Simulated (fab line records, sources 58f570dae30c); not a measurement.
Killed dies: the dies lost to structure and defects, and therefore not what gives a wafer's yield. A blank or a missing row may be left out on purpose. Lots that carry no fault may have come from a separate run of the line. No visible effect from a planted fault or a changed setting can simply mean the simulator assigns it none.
Which tool is to blame?    flow berkeley_cmos170    7 lots (21 wafers sampled), 1 step of a 331-step route

== WHAT THE GAUGES READ, wafer by wafer ==
UCB170_M2_CD_MEAS_90 targets a cd of 700 nm.
lot   measured      on         cd_nm (nm)
L985  day 7 13:10   cd_sem-02  705 702 702
L982  day 7 13:32   cd_sem-02  696 694 701
L990  day 8 16:10   cd_sem-02  694 698 696
L997  day 10 17:46  cd_sem-01  702 698 701
L103  day 11 11:08  cd_sem-01  699 699 701
L102  day 11 16:04  cd_sem-02  702 704 705
L105  day 12 08:11  cd_sem-02  707 705 707

== WHICH TOOL RAN EACH LOT (tool, then ch and the chambers of the sampled wafers, then the start) ==
The record shows no process step preceding these readings.

== THE ANSWER, worked out from the rows above alone ==
Rule: the lots themselves supply what counts as usual. The widest of any qualifying gaps counts: lots, ordered by their means at a reading, are off when they make up no more than a third of the lots, leave a main group of 4 or more, and stand apart from it by 3 or more times the standard deviation of that group's means. A main group is skipped when, at the precision printed for the reading in the tables above, its means are all equal. A lot without any number at a reading at which 4 lots or more have one is off too. Where the step has rows for the other lots, those lots are counted as sound.
Nothing can be told from this: no lot is off at any reading shown.

== WHAT THE SIMULATOR HAD INSERTED ==
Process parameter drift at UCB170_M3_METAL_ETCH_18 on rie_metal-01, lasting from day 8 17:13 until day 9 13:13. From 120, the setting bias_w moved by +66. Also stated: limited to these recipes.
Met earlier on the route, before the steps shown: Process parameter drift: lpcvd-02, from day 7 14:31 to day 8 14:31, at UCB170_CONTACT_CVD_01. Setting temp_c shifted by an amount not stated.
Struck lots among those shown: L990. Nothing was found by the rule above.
